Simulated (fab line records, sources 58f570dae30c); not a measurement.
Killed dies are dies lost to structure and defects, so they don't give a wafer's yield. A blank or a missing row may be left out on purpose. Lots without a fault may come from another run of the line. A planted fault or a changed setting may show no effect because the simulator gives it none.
One fault seen from 2 desks | flow berkeley_cmos170 | each desk has only its own numbers; what lay behind them comes last

THE METROLOGY DESK
What the gauges read, lot by lot, whatever tool the lot ran on: means of the sampled wafers that have a number. A lot is out of limits, marked OUT, if its mean lies more than 4 standard deviations from the usual mean; the brackets give that distance.
Columns: A = FIELD_OXIDE_LEFT_2_THK at UCB170_FIELD_THK_MEAS_91, usual 351 nm; B = cd_nm at UCB170_PLDD_CD_MEAS_06, usual 1199.8 nm; C = PSD_TW at UCB170_PSD_TW_MEAS_10, usual 2307
lot  | first seen here | A   | B      | C
L293 | day 6 02:44     | 356 | 1199.6 | 2317
L297 | day 7 00:20     | 340 | 1199.2 | 2292
L294 | day 7 00:55     | 355 | 1199.2 | 2299
L298 | day 7 19:50     | 363 | 1200.6 | 2302
L300 | day 8 03:31     | 350 | 1199.0 | 2310
L302 | day 8 16:52     | 358 | 1199.7 | 2310
L304 | day 8 17:04     | 369 | 1199.0 | 2321
L303 | day 8 17:11     | 346 | 1200.1 | 2321
L305 | day 9 05:47     | 356 | 1201.0 | 2322
L307 | day 9 06:22     | 345 | 1197.8 | 2313
L310 | day 10 10:33    | 351 | 1199.1 | 2312
L309 | day 10 10:45    | 356 | 1200.2 | 2321
L311 | day 10 18:24    | 354 | 1198.9 | 2345
L314 | day 11 05:57    | 360 | 1199.4 | 2299
This desk's finding: nothing out of limits on any of the 14 lots.

THE TOOL OWNER'S DESK: implanter-01
The tool's own readings at UCB170_PSD_IMPLANT_08: means of the sampled wafers that have a number, for each lot that ran on this tool. A lot is out of limits, marked OUT, if its mean lies more than 4 standard deviations from the usual mean; the brackets give that distance.
Columns: A = beam_energy_keV at UCB170_PSD_IMPLANT_08, usual 20.000; B = end_station_pressure_torr at UCB170_PSD_IMPLANT_08, usual 1.24e-05 Torr
lot  | first seen here | A                        | B
L304 | day 9 22:33     | 19.992                   | 1.18e-05
L307 | day 10 13:47    | 19.999                   | 1.27e-05
L309 | day 11 15:14    | 21.224 (+99 or more) OUT | 1.19e-05
L311 | day 11 21:56    | 21.214 (+99 or more) OUT | 1.30e-05
This desk's finding: out of limits on L309, L311; first on L309, day 11 15:14 (beam_energy_keV at UCB170_PSD_IMPLANT_08). In limits: L304, L307.

PUT TOGETHER
The tool owner's desk could have raised an alarm at day 11 15:14, on L309, L311.
The metrology desk saw nothing out of limits.
The metrology desk has L309, L311 on record, within its limits.
Of the lots named, all ran UCB170_PSD_IMPLANT_08 on implanter-01.

WHAT THE SIMULATOR HAD PUT IN
Process parameter drift: implanter-01, from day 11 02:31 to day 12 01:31, at UCB170_PSD_IMPLANT_08. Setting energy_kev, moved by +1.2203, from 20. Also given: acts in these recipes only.
Lots struck among those shown: L309, L311.
Hours from the fault's start to each desk's first reading out of limits: the tool owner's desk, 13.
